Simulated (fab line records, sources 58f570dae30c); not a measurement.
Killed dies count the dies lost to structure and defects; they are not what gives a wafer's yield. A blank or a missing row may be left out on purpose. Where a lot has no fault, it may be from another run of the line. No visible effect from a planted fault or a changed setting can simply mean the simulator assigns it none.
Matching of chambers    flow berkeley cmos170    UCB170_V2_CVD_00 on pecvd-02 has 3 sister chambers
The step deposits SiO2 from TEOS/O2, target thk 2000 nm, time 250 s. 3 wafers are shown with their chamber, then 9 later ones without.

## WAFERS, EACH WITH ITS CHAMBER
wafer   chamber  heater power w (W)
L090.3  1        204
L090.4  0        227
L090.6  2        396

## WAFERS WITH NO CHAMBER GIVEN
wafer   heater power w (W)
L093.2  246
L093.3  399
L093.4  314
L096.1  333
L096.2  256
L096.4  233
L097.1  315
L097.2  393
L097.5  226

## THE CHAMBER EACH PASSED THROUGH
wafer   from the rows above           in truth
L093.2  can't be placed: 0 or 1       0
L093.3  2                             2
L093.4  can't be placed: 2 or 0 or 1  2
L096.1  can't be placed: 2 or 0 or 1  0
L096.2  can't be placed: 0 or 1       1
L096.4  can't be placed: 0 or 1       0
L097.1  can't be placed: 2 or 0 or 1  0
L097.2  2                             2
L097.5  can't be placed: 0 or 1       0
2 of 9 placed correctly. Can't be placed from these rows: 7 (the true chamber is among the candidates in 7). Wrongly placed: 0.
How it was worked out, from the rows above alone: a wafer's distance from a chamber is the root of the sum, over the readings, of the square of ((its reading less the chamber's mean) divided by the reading's scatter). If the next closest chamber is less than 2 further off than the closest, the wafer can't be placed; otherwise it belongs to the closest. Each chamber's mean is taken over the wafers shown for it. The scatter: with one shown wafer a chamber, the root of the mean of the squares of how far each hidden wafer lies from its nearest shown one.
